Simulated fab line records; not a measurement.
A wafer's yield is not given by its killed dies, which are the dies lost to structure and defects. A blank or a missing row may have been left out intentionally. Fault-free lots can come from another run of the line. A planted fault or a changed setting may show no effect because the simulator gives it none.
fab line records	flow berkeleyCmos170
record: lots: 14	wafers: 42	lastDay: 12
route steps=331 shown NVT@112 GATE@141 M1@245 V1@258
lots with no fault: from the same line, run without faults
startH: the number of hours between the record's first day and the start of the first shown wafer of the lot	waitH: how many hours have passed since the lot's step before this one	" identical to the entry in the row above	L1.1+2: a row that stands for several wafers	- value missing, or start not given	* or withheld: withheld	< > ~ a bound
route shown NAME@n: names a module that has steps shown in the file, with the first one's number in the route	usual: average and standard deviation across the fault-free wafers	same: alike in all rows	chamber/n: place in a boat	sites: per-site readings	_std_site: standard deviation of those values	_edge_site: outer sites' mean less inner sites'	radiusMm: how far each site lies from the wafer's centre	mask NAME#n: copy n	behind: the most recent tool/chamber to have shaped the wafer	hold: cause of the lot's hold/its duration in hours/its outcome	device: which transistor (n, p or np) failed to switch	end of line: tests of these same wafers at the route's end	a step without rows: its recipe alone	killed: at the first sort, the dies lost to defects and structure; wafer yield is something else	map: shows each die of a wafer: x if killed, . if not, _ if none is there
set.NAME: setting as actually run; set.NAME@STEP: the setting as run at that earlier step	model.NAME: the simulator's own value behind a step, which no gauge read
the route's steps for a sample of lots (tables are steps, rows are wafers)
services: the hour from which a tool's chamber was out of use, counted from the record's first day as startH (under 0 if before that day), plus the number of hours and why
== steps ==
step: UCB170_NVT_STRIP_08
recipe: chemistry: O2	powerW: 400	pressureMtorr: 3500	platenTempC: withheld	o2FlowSccm: 400	overashFraction: 0.5
usual: drypumpMotorCurrentA: 5.7/0.55	oesProductAu: 0.734/0.0047	stripTimeToEndpointS: 21.45/0.066
same: overashFraction: 0.5
lot.wafer	tool	chamber	startH	waitH	drypumpMotorCurrentA	oesProductAu	rfHoursCounterH	stripTimeToEndpointS
L999.1	plasmaAsher-04	1	102.51	0.1	6.2	0.732	40	21.40
L999.3	"	1	"	"	6.2	0.736	-	21.45
L999.5	"	1	"	"	6.2	0.743	-	21.52
L101.1	plasmaAsher-04	0	109.57	0.1	5.3	0.740	41	21.30
L101.5	"	0	"	"	5.3	0.738	-	21.32
L101.6	"	1	"	"	6.2	0.733	-	21.29
L100.2	plasmaAsher-02	1	109.81	0.1	4.8	0.727	36	21.40
L100.4	"	0	"	"	6.2	0.730	-	21.41
L100.6	"	0	"	"	6.2	0.731	-	21.25
L104.1	plasmaAsher-01	0	128.01	0.1	6.1	0.727	1	21.40
L104.2	"	1	"	"	5.9	0.728	1	21.50
L104.4	"	1	"	"	5.9	0.734	-	21.36
L102.4	plasmaAsher-02	0	128.16	0.1	6.2	0.732	-	21.45
L102.5	"	0	"	"	6.2	0.737	-	21.43
L102.6	"	1	"	"	4.8	0.738	-	21.42
L103.1	plasmaAsher-01	1	128.37	0.1	5.9	0.730	1	21.49
L103.3	"	0	"	"	6.1	0.740	-	21.52
L103.6	"	1	"	"	5.9	0.739	-	21.49
L106.1	plasmaAsher-04	0	142.63	0.1	5.3	0.740	44	21.50
L106.2	"	1	"	"	6.2	0.735	44	21.44
L106.5	"	0	"	"	5.3	0.734	-	21.41
L105.2	plasmaAsher-02	1	142.90	0.1	4.8	0.735	40	21.43
L105.4	"	1	"	"	4.8	0.739	-	21.46
L105.6	"	1	"	"	4.8	0.735	-	21.48
L107.2	plasmaAsher-01	0	146.77	0.1	6.1	0.738	3	21.50
L107.3	"	1	"	"	5.9	0.734	-	21.44
L107.5	"	0	"	"	6.1	0.732	-	21.50
L119.1	plasmaAsher-02	0	202.80	0.1	6.1	0.728	47	21.41
L119.3	"	1	"	"	4.8	0.732	-	21.44
L119.6	"	1	"	"	4.8	0.731	-	21.45
L117.1	plasmaAsher-02	1	203.52	0.1	4.8	0.741	47	21.41
L117.2	"	0	"	"	6.2	0.733	47	21.42
L117.3	"	0	"	"	6.2	0.729	-	21.41
L120.1	plasmaAsher-04	1	223.17	0.1	6.2	0.737	53	21.35
L120.2	"	0	"	"	5.3	0.733	53	21.41
L120.5	"	1	"	"	6.2	0.732	-	21.29
L121.1	plasmaAsher-01	1	223.22	0.1	5.9	0.732	11	21.47
L121.2	"	0	"	"	6.1	0.730	11	21.45
L121.5	"	0	"	"	6.1	0.734	-	21.44
L122.1	plasmaAsher-02	0	223.44	0.1	6.2	0.731	49	21.45
L122.4	"	0	"	"	6.2	0.731	-	21.43
L122.6	"	1	"	"	4.8	0.729	-	21.51
step: UCB170_GATE_ETCH_15
recipe: chemistry: HBr/Cl2	target: poly-Si	stopOn: SiO2	overEtchFrac: 0.3	icpW: 300	biasW: 150	timeS: 56.3	pressureMtorr: 15	HBr_flow_sccm: 150	Cl2_flow_sccm: 50	targetDepthA: 2782
usual: drypumpMotorCurrentA: 5.7/0.3	oesProductAu: 0.835/0.012	throttleValvePct: 26.38/0.18
lot.wafer	tool	chamber	startH	waitH	drypumpMotorCurrentA	oesProductAu	rfHoursCounterH	throttleValvePct
L999.1	rieSi-01	0	118.72	-	6.1	0.841	16	26.38
L999.3	"	1	"	"	5.9	0.827	17	26.20
L999.5	"	3	"	"	6.0	0.852	-	26.65
L100.2	rieSi-01	3	125.96	-	6.0	0.860	0	26.64
L100.4	"	2	"	"	6.0	0.835	2	26.58
L100.6	"	2	"	"	6.0	0.838	-	26.61
L101.1	rieSi-02	1	126.20	-	5.6	0.826	2	26.29
L101.5	"	2	"	"	5.3	0.846	-	26.07
L101.6	"	3	"	"	5.3	0.832	-	26.53
L103.1	rieSi-01	3	144.61	-	6.0	0.846	0	26.65
L103.3	"	1	"	"	5.9	0.829	17	26.19
L103.6	"	0	"	"	6.1	0.848	-	26.37
L104.1	rieSi-02	0	144.73	-	5.7	0.823	1	26.38
L104.2	"	3	"	"	5.3	0.846	37	26.51
L104.4	"	1	"	"	5.5	0.834	2	26.30
L102.4	rieSi-01	0	144.88	-	6.1	0.845	16	26.37
L102.5	"	0	"	"	6.1	0.839	-	26.38
L102.6	"	1	"	"	5.9	0.840	-	26.21
L106.1	rieSi-02	0	156.84	-	5.8	0.818	1	26.37
L106.2	"	2	"	"	5.3	0.840	2	26.07
L106.5	"	2	"	"	5.3	0.833	-	26.07
L105.2	rieSi-01	0	157.08	-	6.0	0.834	16	26.37
L105.4	"	2	"	"	6.1	0.839	2	26.59
L105.6	"	1	"	"	5.9	0.822	-	26.19
L107.2	rieSi-02	3	162.85	-	5.3	0.827	37	26.51
L107.3	"	1	"	"	5.5	0.838	2	26.29
L107.5	"	0	"	"	5.7	0.808	-	26.36
L119.1	rieSi-02	0	213.53	-	5.7	0.814	2	26.38
L119.3	"	3	"	"	5.3	0.831	37	26.51
L119.6	"	2	"	"	5.3	0.833	-	26.08
L117.1	rieSi-01	3	213.77	-	6.0	0.836	1	26.63
L117.2	"	1	"	"	5.9	0.825	18	26.21
L117.3	"	0	"	"	6.1	0.843	17	26.38
L120.1	rieSi-02	3	238.29	-	5.3	0.826	37	26.52
L120.2	"	0	"	"	5.8	0.816	2	26.36
L120.5	"	1	"	"	5.6	0.839	-	26.30
L122.1	rieSi-01	2	238.31	-	6.1	0.832	2	26.59
L122.4	"	3	"	"	6.0	0.838	1	26.64
L122.6	"	0	"	"	6.1	0.842	-	26.39
L121.1	rieSi-02	1	238.56	-	5.5	0.820	2	26.30
L121.2	"	3	"	"	5.3	0.823	37	26.52
L121.5	"	3	"	"	5.3	0.825	-	26.50
step: UCB170_M1_PEB_07
recipe: pebTempC: 130	pebTimeS: withheld	resist: KrF
usual: chillPlateTempC: 22.99/0.11	exhaustPa: 45.0/0.96	plateSensorTCentreC: 131.41/0.011	plateSensorTEdgeC: 131.53/0.0098
lot.wafer	tool	chamber	startH	waitH	chillPlateTempC	exhaustPa	plateSensorTCentreC	plateSensorTEdgeC
L999.1	lithoTrack-02	0	141.66	0.4	22.82	45.6	131.41	131.53
L999.3	"	0	"	"	23.06	45.6	131.41	131.51
L999.5	"	0	"	"	22.77	45.1	131.39	131.53
L101.1	lithoTrack-04	0	147.89	0.4	23.05	43.4	131.39	131.51
L101.5	"	0	"	"	23.00	44.2	131.41	131.53
L101.6	"	0	"	"	23.16	43.7	131.39	131.54
L100.2	lithoTrack-02	0	148.23	0.6	22.87	43.8	131.4	131.52
L100.4	"	0	"	"	23.01	43.7	131.41	131.53
L100.6	"	0	"	"	23.03	43.8	131.39	131.53
L103.1	lithoTrack-01	0	167.26	0.3	23.06	47.1	131.42	131.55
L103.3	"	0	"	"	23.04	45.5	131.41	131.53
L103.6	"	0	"	"	23.12	46.4	131.42	131.54
L102.4	lithoTrack-04	0	167.41	0.1	23.08	42.8	131.41	131.52
L102.5	"	0	"	"	23.05	42.7	131.41	131.52
L102.6	"	0	"	"	23.06	43.6	131.4	131.54
L104.1	lithoTrack-01	0	167.54	0.2	22.95	45.5	131.41	131.52
L104.2	"	0	"	"	23.00	45.9	131.42	131.53
L104.4	"	0	"	"	22.93	45.1	131.41	131.52
L105.2	lithoTrack-01	0	178.62	0.1	22.99	46.3	131.41	131.52
L105.4	"	0	"	"	22.96	48.0	131.41	131.53
L105.6	"	0	"	"	23.05	45.5	131.4	131.54
L106.1	lithoTrack-04	0	179.11	0.1	22.87	45.7	131.41	131.51
L106.2	"	0	"	"	22.92	45.1	131.42	131.55
L106.5	"	0	"	"	22.85	44.4	131.41	131.54
L107.2	lithoTrack-02	0	185.26	0.1	22.90	44.2	131.43	131.55
L107.3	"	0	"	"	22.96	44.3	131.4	131.53
L107.5	"	0	"	"	22.86	44.4	131.39	131.53
L117.1	lithoTrack-04	-	235.27	0.1	-	-	-	-
L117.2	"	-	"	"	-	-	-	-
L117.3	"	-	"	"	-	-	-	-
L119.1	lithoTrack-01	-	236.39	0.1	-	-	-	-
L119.3	"	-	"	"	-	-	-	-
L119.6	"	-	"	"	-	-	-	-
L120.1	lithoTrack-04	0	264.24	0.1	22.88	44.3	131.4	131.52
L120.2	"	0	"	"	23.04	44.2	131.4	131.51
L120.5	"	0	"	"	23.02	45.0	131.39	131.53
L122.1	lithoTrack-02	0	264.48	0.1	22.99	45.3	131.41	131.53
L122.4	"	0	"	"	23.24	44.1	131.4	131.52
L122.6	"	0	"	"	22.89	44.3	131.41	131.53
L121.1	lithoTrack-04	0	264.72	0.1	22.80	44.3	131.42	131.53
L121.2	"	0	"	"	22.95	45.6	131.42	131.53
L121.5	"	0	"	"	22.98	45.6	131.39	131.53
step: UCB170_V1_THK_MEAS_04
recipe: reads: SiO2_of_V1_CVD_00
usual: V1_POLISHED_THK: 1000.3/1.2
lot.wafer	tool	chamber	startH	waitH	V1_POLISHED_THK[nm]
L999.1	filmMetro-04	-	146.58	0.1	998.7
L999.3	"	-	"	"	999.8
L999.5	"	-	"	"	1001.2
L101.1	filmMetro-03	-	154.28	0.1	1000.1
L101.5	"	-	"	"	1000.0
L101.6	"	-	"	"	999.5
L100.2	filmMetro-02	-	154.37	0.1	999.4
L100.4	"	-	"	"	998.6
L100.6	"	-	"	"	998.3
L103.1	filmMetro-04	-	171.51	0.1	999.5
L103.3	"	-	"	"	1000.4
L103.6	"	-	"	"	999.2
L104.1	filmMetro-03	-	171.51	0.1	1000.7
L104.2	"	-	"	"	1002.4
L104.4	"	-	"	"	1000.9
L102.4	filmMetro-02	-	171.84	0.1	1000.5
L102.5	"	-	"	"	1000.5
L102.6	"	-	"	"	998.6
L106.1	filmMetro-02	-	185.20	0.1	1001.6
L106.2	"	-	"	"	1000.9
L106.5	"	-	"	"	1001.5
L105.2	filmMetro-04	-	185.21	0.1	1000.1
L105.4	"	-	"	"	1001.6
L105.6	"	-	"	"	999.3
L107.2	filmMetro-03	-	191.99	0.1	999.5
L107.3	"	-	"	"	1000.0
L107.5	"	-	"	"	999.8
L122.1	filmMetro-04	-	268.30	0.1	999.6
L122.4	"	-	"	"	1001.0
L122.6	"	-	"	"	1001.1
L120.1	filmMetro-04	-	268.60	0.1	999.8
L120.2	"	-	"	"	1000.3
L120.5	"	-	"	"	999.2
L121.1	filmMetro-03	-	268.60	0.1	999.6
L121.2	"	-	"	"	997.9
L121.5	"	-	"	"	1000.3
== services ==
tool	chamber	startH	hours	kind
plasmaAsher-01	-	108.75	9.0	pm
plasmaAsher-01	0	108.75	9.0	ventCycle
plasmaAsher-01	1	108.75	9.0	ventCycle
rieSi-02	3	117.53	2.7	repair
plasmaAsher-01	0	117.75	-	clean
plasmaAsher-01	1	117.75	-	clean
rieSi-01	-	195.69	0.1	repair
rieSi-01	3	241.40	1.8	repair
rieSi-01	-	244.83	1.3	repair
rieSi-01	2	245.33	2.2	repair
rieSi-02	-	252.68	2.8	pm
plasmaAsher-01	-	253.22	0.5	repair
== key ==
firstSign: step: UCB170_M1_PEB_07	reading: toolRecord	direction: missing
effect none on later readings
metAt UCB170_M1_PEB_07
struckLots L117,L119
laterRowsLeftOut L117.1,L117.2,L117.3,L119.1,L119.3,L119.6
sortLeftOut L117.1,L117.2,L117.3,L119.1,L119.3,L119.6
notActingAt UCB170_NVT_STRIP_08,UCB170_GATE_ETCH_15,UCB170_V1_THK_MEAS_04
onsetBetween 179.11 235.27
fault: kind: skippedStepWhole	tool: lithoTrack-01,lithoTrack-04	chamber: -	onsetH: 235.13	steps: UCB170_M1_PEB_07	scope: struckLotsOnly
sortLeftOut: the simulated sort isn't trusted on such a fault, so these wafers' sort isn't shown, and their yield isn't known
laterRowsLeftOut: the simulator's readings of these wafers behind a module that went badly wrong aren't trusted and aren't shown, but for the sort
